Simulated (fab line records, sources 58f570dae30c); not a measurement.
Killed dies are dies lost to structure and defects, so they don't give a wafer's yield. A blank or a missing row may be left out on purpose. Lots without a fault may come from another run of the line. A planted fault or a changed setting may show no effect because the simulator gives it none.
Tool commonality check | flow berkeley_cmos170 | 14 lots, 48 wafers sampled

WHY IT WAS OPENED
At UCB170_NLDD_TW_MEAS_11 the reading NLDD_TW is flagged on 2 of 14 lots. Wafers without a fault read 2206, standard deviation 19.
Rule: a lot is flagged when every wafer of it that has a number lies more than 4 standard deviations from that mean, or none has a number. The other lots count as sound.

lot  | measured     | on            | NLDD_TW, wafer by wafer       | flag
L405 | day 7 19:15  | film_metro-01 | 2215 2229 2226                |
L406 | day 8 03:33  | film_metro-01 | 2217 2217 2218                |
L409 | day 8 12:29  | film_metro-02 | 2168 2173 2173                |
L410 | day 8 12:52  | film_metro-02 | 2181 2169 2164                |
L408 | day 8 13:40  | film_metro-02 | 2434 2411 2407 2419 2407 2422 | FLAGGED
L412 | day 9 01:59  | film_metro-02 | 2201 2199 2187                |
L411 | day 9 02:03  | film_metro-02 | 2419 2418 2421 2426 2431 2420 | FLAGGED
L419 | day 10 08:28 | film_metro-01 | 2217 2234 2230                |
L418 | day 10 08:35 | film_metro-04 | 2221 2216 2222                |
L421 | day 11 06:07 | film_metro-04 | 2203 2205 2209                |
L420 | day 11 07:19 | film_metro-04 | 2212 2218 2213                |
L424 | day 11 07:37 | film_metro-01 | 2215 2226 2227                |
L425 | day 12 00:41 | film_metro-02 | 2190 2191 2196                |
L427 | day 12 16:24 | film_metro-04 | 2216 2226 2223                |
The numbers of the flagged lots are 2420 on average: +214 against the usual, or +11 standard deviations.

WHICH TOOL RAN EACH LOT
The record holds 1 process step before the reading, out of a route of 331 steps. In each cell: the tool, then ch and the chambers that the sampled wafers went through, then the start.
lot  | flag    | UCB170_NLDD_IMPLANT_08
L405 |         | implanter-02 ch 0, day 7 18:51
L406 |         | implanter-02 ch 0, day 8 03:09
L409 |         | implanter-04 ch 0, day 8 12:05
L410 |         | implanter-02 ch 0, day 8 12:29
L408 | FLAGGED | implanter-04 ch 0, day 8 12:50
L412 |         | implanter-04 ch 0, day 9 01:37
L411 | FLAGGED | implanter-03 ch 0, day 9 01:15
L419 |         | implanter-03 ch 0, day 10 08:04
L418 |         | implanter-02 ch 0, day 10 08:11
L421 |         | implanter-03 ch 0, day 11 05:43
L420 |         | implanter-04 ch 0, day 11 06:56
L424 |         | implanter-04 ch 0, day 11 07:13
L425 |         | implanter-02 ch 0, day 12 00:17
L427 |         | implanter-04 ch 0, day 12 16:02
What these steps do:
- UCB170_NLDD_IMPLANT_08
- UCB170_NLDD_TW_MEAS_11

FLAGGED OVER TOTAL, TOOL BY TOOL (the gauges that took the reading come last)
step                   | tool          | lots run | flagged | share of the flagged lots | sound lots run after its first flagged lot
UCB170_NLDD_IMPLANT_08 | implanter-02  | 5        | 0       | none                      | -
UCB170_NLDD_IMPLANT_08 | implanter-03  | 3        | 1       | some                      | 2 (L419,L421)
UCB170_NLDD_IMPLANT_08 | implanter-04  | 6        | 1       | some                      | 4 (L412,L420,L424,L427)
UCB170_NLDD_TW_MEAS_11 | film_metro-01 | 4        | 0       | none                      | -
UCB170_NLDD_TW_MEAS_11 | film_metro-02 | 6        | 2       | all                       | 2 (L412,L425)
UCB170_NLDD_TW_MEAS_11 | film_metro-04 | 4        | 0       | none                      | -

WHAT THE TABLE ALLOWS
1 row of the table ran every flagged lot: film_metro-02 at UCB170_NLDD_TW_MEAS_11.
- film_metro-02 at UCB170_NLDD_TW_MEAS_11: 2 of its 6 lots flagged. Sound lots ran on it after the first flagged one (L412, L425), which a lasting fault on the whole tool wouldn't allow.
No row of the table ran every flagged lot and no sound lot after the first.

WHAT THE SIMULATOR HAD PUT IN
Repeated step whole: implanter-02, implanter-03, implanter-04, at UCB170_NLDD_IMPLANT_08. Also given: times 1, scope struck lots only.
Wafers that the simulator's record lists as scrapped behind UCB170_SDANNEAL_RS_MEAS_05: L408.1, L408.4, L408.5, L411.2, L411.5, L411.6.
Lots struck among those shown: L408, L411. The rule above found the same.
